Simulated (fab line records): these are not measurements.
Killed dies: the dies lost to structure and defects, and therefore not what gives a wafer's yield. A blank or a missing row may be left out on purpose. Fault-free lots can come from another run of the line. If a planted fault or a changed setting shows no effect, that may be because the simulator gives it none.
What tool caused it? | flow berkeley_cmos170 | 14 lots, 42 wafers sampled, at 2 steps of a route of 331

## WHAT EACH GAUGE READ, for each wafer
UCB170_PVT_TW_MEAS_09.
lot  | measured     | on            | PVT_TW
L142 | day 6 19:23  | film_metro-04 | 508 510 509
L141 | day 6 19:52  | film_metro-04 | 508 510 510
L144 | day 7 05:13  | film_metro-03 | 500 500 498
L145 | day 7 05:23  | film_metro-04 | 511 507 512
L143 | day 7 05:50  | film_metro-01 | 497 503 501
L148 | day 7 23:00  | film_metro-01 | 499 498 500
L152 | day 8 06:37  | film_metro-04 | 507 510 508
L149 | day 8 06:38  | film_metro-03 | 501 502 500
L151 | day 8 06:49  | film_metro-04 | 507 511 510
L150 | day 8 06:55  | film_metro-04 | 509 507 505
L153 | day 8 23:19  | film_metro-04 | 507 506 508
L157 | day 9 14:20  | film_metro-04 | 545 544 544
L156 | day 9 15:05  | film_metro-04 | 546 546 546
L162 | day 11 01:24 | film_metro-01 | 502 505 500

## WHAT TOOL EACH LOT RAN ON (gives the tool, then ch and the chambers of the sampled wafers, and finally the start)
lot  | UCB170_PVT_IMPLANT_07
L142 | implanter-02 ch 0, day 6 19:08
L141 | implanter-04 ch 0, day 6 19:37
L144 | implanter-03 ch 0, day 7 04:58
L145 | implanter-04 ch 0, day 7 05:08
L143 | implanter-02 ch 0, day 7 05:35
L148 | implanter-02 ch 0, day 7 22:45
L152 | implanter-02 ch 0, day 8 06:16
L149 | implanter-04 ch 0, day 8 06:23
L151 | implanter-03 ch 0, day 8 06:35
L150 | implanter-02 ch 0, day 8 06:41
L153 | implanter-03 ch 0, day 8 23:06
L157 | implanter-02 ch 0, day 9 14:06
L156 | implanter-02 ch 0, day 9 14:51
L162 | implanter-03 ch 0, day 11 01:09
- UCB170_PVT_IMPLANT_07

## WHAT THE TOOLS THEMSELVES READ (means of the sampled wafers that have a number; where no wafer has one, the mark that the record gives instead)
UCB170_PVT_IMPLANT_07.
lot  | tool         | beam_energy_keV
L142 | implanter-02 | 30.002
L141 | implanter-04 | 30.003
L144 | implanter-03 | 29.988
L145 | implanter-04 | 30.010
L143 | implanter-02 | 30.004
L148 | implanter-02 | 30.010
L152 | implanter-02 | 29.988
L149 | implanter-04 | 29.994
L151 | implanter-03 | 29.990
L150 | implanter-02 | 30.005
L153 | implanter-03 | 29.999
L157 | implanter-02 | 38.995
L156 | implanter-02 | 39.006
L162 | implanter-03 | 29.997

## THE ANSWER, worked out from the rows above alone
Rule: usual is defined by the lots themselves. The widest of any qualifying gaps counts: lots, ordered by their means at a reading, are off when they make up no more than a third of the lots, leave a main group of 4 or more, and stand apart from it by 3 or more times the standard deviation of that group's means. If all means in a main group match to the digits the tables above print for the reading, that group is not used. A lot without any number at a reading at which 4 lots or more have one is off too. Any other lot the step has rows for is counted as sound. The gauges are gone through in route order, then the tools' own readings, and for those a lot's mean is taken as printed above. The first step at which some lot is off is used, and at that step the reading that is off furthest; a lot without a number counts as furthest.
Off: L157, L156, seen at UCB170_PVT_TW_MEAS_09 (PVT_TW). The main group has a mean of 505 with a standard deviation of 4.2.
If a tool, at a process step before that reading, ran all the lots that are off and no sound lot after the first of them, it fits. The gauges at UCB170_PVT_TW_MEAS_09 aren't tried: what is off there is off at UCB170_PVT_IMPLANT_07 too, on other tools, and a gauge's error can't cause that. One candidate fits, namely implanter-02 at UCB170_PVT_IMPLANT_07. Its last sound lot is L150 (day 8 06:41), its first lot that is off L157 (day 9 14:06): a fault that began between those two fits.
The tool's own readings at UCB170_PVT_IMPLANT_07 bear it out: on the lots that are off they differ by more than 5 times the standard deviation of the sound lots' means. beam_energy_keV reads 39.001 there against 29.999 on the sound lots.

## WHAT THE SIMULATOR PUT IN
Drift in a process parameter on implanter-02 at UCB170_PVT_IMPLANT_07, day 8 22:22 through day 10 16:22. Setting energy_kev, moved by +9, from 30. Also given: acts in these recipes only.
Lots struck among those shown: L157, L156. The rule above found the same.
